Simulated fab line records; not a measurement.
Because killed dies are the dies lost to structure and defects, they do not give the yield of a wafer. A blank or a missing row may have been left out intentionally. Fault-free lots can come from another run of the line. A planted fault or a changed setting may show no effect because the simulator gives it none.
Split-lot experiment | flow berkeley_cmos170 | route with 331 steps; 5 lots, 23 wafers read

== SPLIT DETAILS ==
At UCB170_NWELL_COAT_07 (resist thk 900 nm), the setting spin_rpm was moved away from the recipe's 1500 rpm on 6 of the 23 wafers read, by -4.7% to +6.5%. For the rest of the wafers, this setting stayed at what the recipe calls for.

== FROM THE SPLIT TO THE READING: what the file shows between them, 3 steps ==
- UCB170_NWELL_EXPOSE_09: exposes mask NWELL, target cd 3000 nm (also split here: dose_mj)
- UCB170_NWELL_PEB_10
- UCB170_NWELL_DEVELOP_11: develop time 45 s

== THE READING ==
KrF_of_NWELL_COAT_07.thk_nm (the simulator's own value, which no gauge read), in nm, at UCB170_NWELL_ETCH_13 (etches Si3N4 in CH3F/Ar/O2, stops on SiO2, target depth 246.4 nm, time 154 s). The file gives no usual value for it. Here, 17 wafers ran the recipe; their average is 718.1 nm with a standard deviation of 3 nm.

wafer  | tool, chamber at the split | spin_rpm as run, rpm | against the recipe | KrF_of_NWELL_COAT_07.thk_nm, nm | against lot-mates on the recipe
L076.2 | litho_track-01, 0          | 1500                 | recipe             | 717.3                           | -
L076.3 | litho_track-01, 0          | 1597                 | +6.5%              | 691.7                           | -27.1
L076.4 | litho_track-01, 0          | 1597                 | +6.5%              | 688.4                           | -30.4
L076.5 | litho_track-01, 0          | 1500                 | recipe             | 720.4                           | -
L076.6 | litho_track-01, 0          | 1597                 | +6.5%              | 687.6                           | -31.2
L078.1 | litho_track-03, 0          | 1500                 | recipe             | 718.4                           | -
L078.2 | litho_track-03, 0          | 1429                 | -4.7%              | 743.4                           | +24.7
L078.3 | litho_track-03, 0          | 1429                 | -4.7%              | 742.7                           | +24.0
L078.4 | litho_track-03, 0          | 1429                 | -4.7%              | 739.6                           | +20.9
L078.6 | litho_track-03, 0          | 1500                 | recipe             | 719                             | -
L079.3 | litho_track-01, 0          | 1500                 | recipe             | 718.8                           | -
L079.4 | litho_track-01, 0          | 1500                 | recipe             | 726.4                           | -
L079.5 | litho_track-01, 0          | 1500                 | recipe             | 722                             | -
L080.1 | litho_track-04, 0          | 1500                 | recipe             | 717.4                           | -
L080.2 | litho_track-04, 0          | 1500                 | recipe             | 715.3                           | -
L080.4 | litho_track-04, 0          | 1500                 | recipe             | 715.2                           | -
L080.5 | litho_track-04, 0          | 1500                 | recipe             | 716.7                           | -
L080.6 | litho_track-04, 0          | 1500                 | recipe             | 716.9                           | -
L084.2 | litho_track-04, 0          | 1500                 | recipe             | 714.7                           | -
L084.3 | litho_track-04, 0          | 1500                 | recipe             | 716.1                           | -
L084.4 | litho_track-04, 0          | 1500                 | recipe             | 716                             | -
L084.5 | litho_track-04, 0          | 1500                 | recipe             | 721.5                           | -
L084.6 | litho_track-04, 0          | 1500                 | recipe             | 715.3                           | -

THE FIT
A straight line over all 23 wafers: KrF_of_NWELL_COAT_07.thk_nm changes by -4.67 nm for each +1% of spin_rpm; r = -0.98; the points scatter about the line by 2.9 nm.
The same after taking each lot's own level away (the mean of its wafers on the recipe; 23 wafers): -4.7 nm for each +1%; r = -0.99; scatter 2.1 nm.
The reading moves by 30 nm for the largest change in spin_rpm, on that fit.
Measured against the standard deviation above, the lots' own levels, which go from 716.30 to 722.40 nm, span 2.0 times it.
So the lot-to-lot level changes the slope little: the two slopes agree.
Check: for one of the wafers moved furthest among these (+6.5%), held out of the fit, the line's prediction against its lot-mates is -31.1 nm. Against them it came out at -27.1 nm.

== OTHER SPLITS ON THESE WAFERS ==
These wafers also went through other splits before the reading. Each is held against what the fit with the lots' levels taken away leaves over:
other split on the same wafers   | wafers away from the commonest value | r with KrF_of_NWELL_COAT_07.thk_nm (lot level and that fit taken away)
UCB170_START_OXIDATION_02 temp_c | 15                                   | +0.01
UCB170_NWELL_EXPOSE_09 dose_mj   | 7                                    | +0.15

== THE WHOLE CHAIN: every reading that the file lists as answering this split, in the file's order ==
step                  | what it does                                                                 | reading                                                                      | change (the file's fit)              | r (the file's)
UCB170_NWELL_COAT_07  | resist thk 900 nm                                                            | KrF_of_NWELL_COAT_07.thk_nm (the simulator's own value, which no gauge read) | -4.49 nm for each +1% of the setting | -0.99
UCB170_NWELL_ETCH_13  | etches Si3N4 in CH3F/Ar/O2, stops on SiO2, target depth 246.4 nm, time 154 s | KrF_of_NWELL_COAT_07.thk_nm (the simulator's own value, which no gauge read) | -4.69 nm for each +1% of the setting | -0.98
UCB170_NWELL_STRIP_15 | strips in O2                                                                 | strip_time_to_endpoint_s                                                     | withheld for each +1% of the setting | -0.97

== FILE'S OWN FIT ==
KrF_of_NWELL_COAT_07.thk_nm changes by -4.69 nm for each +1% of spin_rpm, r = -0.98.
